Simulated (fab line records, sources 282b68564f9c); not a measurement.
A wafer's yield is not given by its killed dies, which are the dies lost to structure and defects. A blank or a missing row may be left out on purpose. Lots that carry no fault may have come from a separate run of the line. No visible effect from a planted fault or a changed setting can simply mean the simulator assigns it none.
Check for tools in common	flow rit_cmos	45 wafers sampled across 15 lots

== WHAT PROMPTED THE OPENING ==
Of 15 lots, 3 have the reading CONTACT_TEOS_THK flagged at RIT_CONTACT_THK_MEAS_01. No-fault wafers: 418 nm, standard deviation 6.7.
Rule: a lot is flagged in two cases, either no wafer of it has a number, or all its wafers with numbers fall more than 4 standard deviations from that mean. As for the other lots, they are considered sound.

lot	measured	on	CONTACT_TEOS_THK (nm), wafer by wafer	flag
L779	day 3 06:00	film_metro-04	415 415 416	
L780	day 3 13:56	film_metro-02	418 418 428	
L782	day 3 22:47	film_metro-01	404 409 416	
L783	day 4 00:30	film_metro-04	417 413 426	
L785	day 4 17:01	film_metro-04	423 419 429	
L786	day 4 20:44	film_metro-02	415 423 422	
L787	day 4 22:45	film_metro-02	416 418 410	
L788	day 5 04:35	film_metro-02	414 417 419	
L789	day 5 06:49	film_metro-01	844 846 845	FLAGGED
L791	day 5 17:08	film_metro-04	818 821 851	FLAGGED
L792	day 5 22:52	film_metro-02	856 862 875	FLAGGED
L798	day 7 02:20	film_metro-04	417 423 430	
L799	day 7 07:23	film_metro-02	413 414 413	
L801	day 7 17:55	film_metro-04	411 418 423	
L802	day 7 21:37	film_metro-02	417 408 417	
Average over the flagged lots: 846 nm; offset from the usual +428 nm, equal to +64 standard deviations.

== WHICH TOOL RAN EACH LOT ==
The record holds 1 process step before the reading, out of a route of 202 steps. Cell contents, in order: the tool; ch with the chambers the sampled wafers went through; the start.
lot	flag	RIT_CONTACT_CVD_00
L779		pecvd-04 ch 0,1,2, day 3 05:56
L780		pecvd-01 ch 0,1,2, day 3 13:52
L782		pecvd-03 ch 0,1,2, day 3 22:44
L783		pecvd-01 ch 0,1,2, day 4 00:26
L785		pecvd-04 ch 0,1, day 4 16:57
L786		pecvd-01 ch 0,2, day 4 20:39
L787		pecvd-03 ch 0,1,2, day 4 22:42
L788		pecvd-04 ch 0,1,2, day 5 04:32
L789	FLAGGED	pecvd-01 ch 0,2, day 5 06:31
L791	FLAGGED	pecvd-04 ch 0,1,2, day 5 16:52
L792	FLAGGED	pecvd-01 ch 0,1, day 5 22:35
L798		pecvd-01 ch 0,1, day 7 02:16
L799		pecvd-03 ch 1,2, day 7 07:19
L801		pecvd-01 ch 0,2, day 7 17:52
L802		pecvd-03 ch 0,1, day 7 21:33
What the steps here do:
- RIT_CONTACT_CVD_00: deposits SiO2 from TEOS, target thk 400 nm, time 63.96 s.
- RIT_CONTACT_THK_MEAS_01

== FLAGGED AGAINST TOTAL, ONE TOOL AT A TIME (gauges that did the reading follow at the end) ==
step	tool	lots run	flagged	share of the flagged lots	sound lots run after its first flagged lot
RIT_CONTACT_CVD_00	pecvd-01	7	2	some	2 (L798,L801)
RIT_CONTACT_CVD_00	pecvd-03	4	0	none	-
RIT_CONTACT_CVD_00	pecvd-04	4	1	some	0
RIT_CONTACT_THK_MEAS_01	film_metro-01	2	1	some	0
RIT_CONTACT_THK_MEAS_01	film_metro-02	7	1	some	2 (L799,L802)
RIT_CONTACT_THK_MEAS_01	film_metro-04	6	1	some	2 (L798,L801)

== WHAT THE TABLE PERMITS ==
No row of the table ran every flagged lot.

== WHAT THE SIMULATOR HAD INSERTED ==
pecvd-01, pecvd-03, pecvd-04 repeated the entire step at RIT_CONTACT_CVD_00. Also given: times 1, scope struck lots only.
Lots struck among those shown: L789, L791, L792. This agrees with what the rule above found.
